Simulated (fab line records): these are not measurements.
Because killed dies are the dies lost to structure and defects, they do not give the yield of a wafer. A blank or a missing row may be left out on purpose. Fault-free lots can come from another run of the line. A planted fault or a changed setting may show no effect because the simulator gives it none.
Comparing a struck lot with a sound one | flow rit cmos | 27 out of 202 route steps
Sound: wafers L541.1, L541.3, L541.4. Struck: wafer L547.2 (L547.1, L547.3, from the same lot, were not struck and are left out); the cause is given at the end.
Per side, at each step with rows, come the tool, then ch with its chambers, and then its first start. Under that, the readings that differ: sound wafers | struck wafers | difference of the means | sigmas: that difference in standard deviations of wafers without a fault.
alike: readings whose means differ by less than 2 such deviations, and words and numbers that are the same on both sides. not compared: withheld readings, readings that some wafer has no value for, bounds like >300 that may hide the same value, and numbers for which the record gives no deviation and whose values overlap.
Wherever a step has rows on one side only, a row that says differs or no value, or a row with sigmas, the two part there. Numbers that have no deviation but don't overlap get no sigmas and don't part them. A reading missing from all wafers of one side parts the sides only when that side holds two or more wafers.

first, 4 steps without rows for these wafers: RIT_CONTACT_SOFTBAKE_04 (time 60 s); RIT_CONTACT_EXPOSE_05 (exposes mask M11, target cd 1000 nm); RIT_CONTACT_PEB_06; RIT_CONTACT_DEVELOP_07 (develop time 120 s).
RIT_CONTACT_CD_MEAS_08 targets a cd of 1000 nm.
  sound on cd sem-02 at day 3 18:15; struck on cd sem-02 at day 4 21:34
  alike: cd nm
RIT_CONTACT_OVL_MEAS_09:
  sound on overlay-01 at day 3 18:22; struck on overlay-02 at day 4 21:41
  reading          | sound          | struck | difference | sigmas
  CONTACT_OVL (nm) | -1.0 -2.5 -1.1 | 1.5    | +3.0       | +3
then, 1 step without rows for these wafers: RIT_CONTACT_HARDBAKE_10 (time 60 s).
RIT_CONTACT_ETCH_11: etches SiO2 in CHF3/CF4/Ar, stops on TiSi2, target depth 480 nm, time 320 s.
  sound on rie diel-01 ch 0,1,3, day 3 18:34; struck on rie diel-03 ch 1, day 4 21:53
  reading                | sound     | struck | difference | sigmas
  rf hours counter h (h) | 10 130 45 | 4      | -58        |
  alike: drypump motor current A, oes product au, throttle valve pct
RIT_CONTACT_STRIP_12: strips in O2, time 180 s.
  sound on plasma asher-03 ch 0,1, day 3 18:46; struck on plasma asher-01 ch 0, day 4 22:04
  alike: drypump motor current A
  not compared: rf hours counter h
RIT_CONTACT_CD_MEAS_90 targets a cd of 1000 nm.
  sound on cd sem-01 at day 3 18:56; struck on cd sem-02 at day 4 22:15
  alike: cd nm
then, 2 steps without rows for these wafers: RIT_CONTACT_CLEAN_13 (cleans in SC1, time 600 s); RIT_CONTACT_CLEAN_14 (cleans in SC2, time 600 s).
RIT_M1_SPUTTER_00: material Al, target thk 400 nm, time 500 s.
  sound on pvd sputter-01 at day 3 19:26; struck on pvd sputter-03 at day 4 22:43
  reading                               | sound             | struck | difference | sigmas
  throttle valve pct (%)                | 30.8 29.7 29.6    | 32.5   | +2.5       | +2
  model.Al_of_M1_SPUTTER_00.thk nm (nm) | 402.5 397.6 398.7 | 451.7  | +52.1      |
RIT_M1_RS_MEAS_01: the measuring method here is four-point-probe.
  sound on film metro-04 at day 3 19:44; struck on film metro-02 at day 4 23:01
  reading           | sound                | struck | difference | sigmas
  M1_AL_RS (ohm/sq) | 0.0730 0.0738 0.0735 | 0.0649 | -0.0085    | -11
RIT_M1_THK_MEAS_02: measures by xrf.
  sound on film metro-04 at day 3 19:51; struck on film metro-02 at day 4 23:08
  reading        | sound       | struck | difference | sigmas
  M1_AL_THK (nm) | 400 392 397 | 449    | +53        | +11
then, 6 steps without rows for these wafers: RIT_M1_HMDS_03 (prime time 60 s); RIT_M1_COAT_04 (resist thk 1300 nm); RIT_M1_SOFTBAKE_05 (time 60 s); RIT_M1_EXPOSE_06 (exposes mask M12, target cd 2600 nm); RIT_M1_PEB_07; RIT_M1_DEVELOP_08 (develop time 68 s).
RIT_M1_CD_MEAS_09 targets a cd of 2600 nm.
  sound on cd sem-02 at day 3 21:03; struck on cd sem-02 at day 5 00:10
  alike: cd nm
RIT_M1_OVL_MEAS_10:
  sound on overlay-02 at day 3 21:10; struck on overlay-02 at day 5 00:17
  alike: M1_OVL
then, 1 step without rows for these wafers: RIT_M1_HARDBAKE_11 (time 120 s).
RIT_M1_METAL_ETCH_12: etches Al in Cl2/BCl3, stops on SiO2, time 165 s, target depth 600 nm.
  sound on rie metal-02 ch 0,1, day 3 21:28; struck on rie metal-02 ch 0, day 5 00:39
  reading               | sound             | struck | difference | sigmas
  oes product au (a.u.) | 0.789 0.769 0.781 | 0.833  | +0.053     | +4
  alike: drypump motor current A, throttle valve pct
  not compared: rf hours counter h
then, 1 step without rows for these wafers: RIT_M1_STRIP_13 (strips in nmp, time 600 s).
RIT_M1_PROBE_99:
  sound on prober-02 at day 3 23:43; struck on prober-02 at day 5 02:57
  reading                  | sound                  | struck  | difference | sigmas
  defect limited yield (%) | 98.9 98.1 97.0         | 93.9    | -4.1       | -4
  killed at front end      | 3 5 8                  | 16      | +11        | +4
  killed dies              | 3 5 8                  | 16      | +11        | +4
  killed open              | 2 3 1                  | 6       | +4         | +2
  killed short             | 1 2 7                  | 10      | +7         | +3
  sort_bin_5_function (%)  | 0.4 1.1 1.9            | 4.2     | +3.1       | +4
  sort n pass              | 261.0 259.0 256.0      | 248.0   | -10.7      | -4
  sort yield pct (%)       | 98.9 98.1 97.0         | 93.9    | -4.1       | -4
  model.etest.m1.rs ohm sq | 0.07198 0.0729 0.07283 | 0.06436 | -0.00821   |
  alike: killed at contacts, sort_bin_3_pad_short, sort_bin_6_memory

== WHERE THEY PART ==
At RIT_CONTACT_OVL_MEAS_09 first; at RIT_M1_PROBE_99 last (within this record only).

WHY: the cause the simulator had injected
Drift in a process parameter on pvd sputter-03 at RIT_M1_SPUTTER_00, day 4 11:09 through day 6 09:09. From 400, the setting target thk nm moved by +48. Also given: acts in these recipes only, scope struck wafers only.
